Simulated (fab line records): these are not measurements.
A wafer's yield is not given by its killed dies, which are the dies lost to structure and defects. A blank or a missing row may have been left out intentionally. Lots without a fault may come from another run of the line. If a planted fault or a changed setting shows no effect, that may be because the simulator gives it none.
Which tool did it?    flow ritCmos    Sampling: 13 lots, 39 wafers, 3 of 202 route steps

== WHAT EACH GAUGE READ, for each wafer ==
RIT_PLDD_OVL_MEAS_06.
lot   measured     on          PLDD_OVL (nm)
L943  day 3 05:59  overlay-02  -1.3 -3.3 -1.7
L944  day 3 11:18  overlay-02  -1.9 -0.7 -1.4
L945  day 3 18:02  overlay-01  0.5 -0.7 -0.5
L946  day 3 21:51  overlay-02  -1.3 -2.1 -0.6
L947  day 4 03:26  overlay-01  -0.2 -1.4 0.4
L949  day 4 11:52  overlay-01  -0.7 -1.7 -2.2
L950  day 4 19:57  overlay-01  -2.6 -2.9 -2.8
L952  day 5 02:54  overlay-02  -2.6 -2.0 -4.3
L954  day 5 11:14  overlay-02  0.4 -1.4 -1.3
L955  day 5 14:06  overlay-02  -0.6 -0.3 -2.3
L957  day 6 02:39  overlay-02  -1.5 -1.3 -1.6
L958  day 6 05:16  overlay-01  - - -
L961  day 6 23:22  overlay-02  0.6 1.1 1.2

RIT_PLDD_TW_MEAS_10.
lot   measured     on            PLDD_TW
L943  day 3 06:30  filmMetro-04  2333 2346 2334
L944  day 3 11:49  filmMetro-04  2336 2349 2339
L945  day 3 18:33  filmMetro-04  2331 2347 2329
L946  day 3 22:23  filmMetro-03  2334 2336 2346
L947  day 4 03:57  filmMetro-02  2320 2332 2337
L949  day 4 12:22  filmMetro-02  2343 2341 2347
L950  day 4 20:32  filmMetro-03  2333 2328 2347
L952  day 5 03:25  filmMetro-03  2348 2326 2338
L954  day 5 11:44  filmMetro-02  2345 2340 2342
L955  day 5 14:52  filmMetro-02  2333 2336 2340
L957  day 6 03:10  filmMetro-04  2363 2362 2351
L958  day 6 05:46  filmMetro-02  30 30 30
L961  day 6 23:52  filmMetro-02  2343 2330 2350

== WHICH TOOL RAN EACH LOT (tool, then ch and the chambers of the sampled wafers, then the start) ==
lot   RIT_PLDD_EXPOSE_03
L943  ilineStepper-01 ch 0, day 3 05:35
L944  ilineStepper-01 ch 0, day 3 10:55
L945  ilineStepper-02 ch 0, day 3 17:38
L946  ilineStepper-02 ch 0, day 3 21:28
L947  ilineStepper-02 ch 0, day 4 03:02
L949  ilineStepper-02 ch 0, day 4 11:20
L950  ilineStepper-02 ch 0, day 4 19:33
L952  ilineStepper-01 ch 0, day 5 02:32
L954  ilineStepper-02 ch 0, day 5 10:50
L955  ilineStepper-02 ch 0, day 5 13:43
L957  ilineStepper-01 ch 0, day 6 02:15
L958  ilineStepper-02 ch 0, day 6 04:52
L961  ilineStepper-02 ch 0, day 6 22:58
- RIT_PLDD_EXPOSE_03: exposes mask M8, target cd 40900 nm.

== AS READ BY THE TOOLS THEMSELVES (means over the sampled wafers that have a number; for cases with no such wafer, the mark the record gives instead) ==
The record holds no such reading with a usual standard deviation.

== THE ANSWER, worked out from the rows above alone ==
Rule: usual is defined by the lots themselves. The widest of any qualifying gaps counts: lots, ordered by their means at a reading, are off when they make up no more than a third of the lots, leave a main group of 4 or more, and stand apart from it by 3 or more times the standard deviation of that group's means. A main group whose means are all the same, to the digits that the tables above print for the reading, isn't used. Also off: a lot with no number at a reading for which 4 or more lots have one. The other lots that the step has rows for count as sound. Order of review: gauges by route order, followed by the tools' own readings, for which a lot's mean as printed above is used. At the first step where some lot is off, the reading lying furthest off is the one used; lots without a number count as furthest.
Off: at RIT_PLDD_OVL_MEAS_06 (PLDD_OVL), L958. Without a number there: L958. The main group has a mean of -1.2 nm with a standard deviation of 1.
If a tool, at a process step before that reading, ran all the lots that are off and no sound lot after the first of them, it fits. The gauges at RIT_PLDD_OVL_MEAS_06 aren't tried: what is off there is off at RIT_PLDD_TW_MEAS_10 too, on other tools, and a gauge's error can't cause that. Of those tried, none fits.

== WHAT HAD BEEN PUT IN BY THE SIMULATOR ==
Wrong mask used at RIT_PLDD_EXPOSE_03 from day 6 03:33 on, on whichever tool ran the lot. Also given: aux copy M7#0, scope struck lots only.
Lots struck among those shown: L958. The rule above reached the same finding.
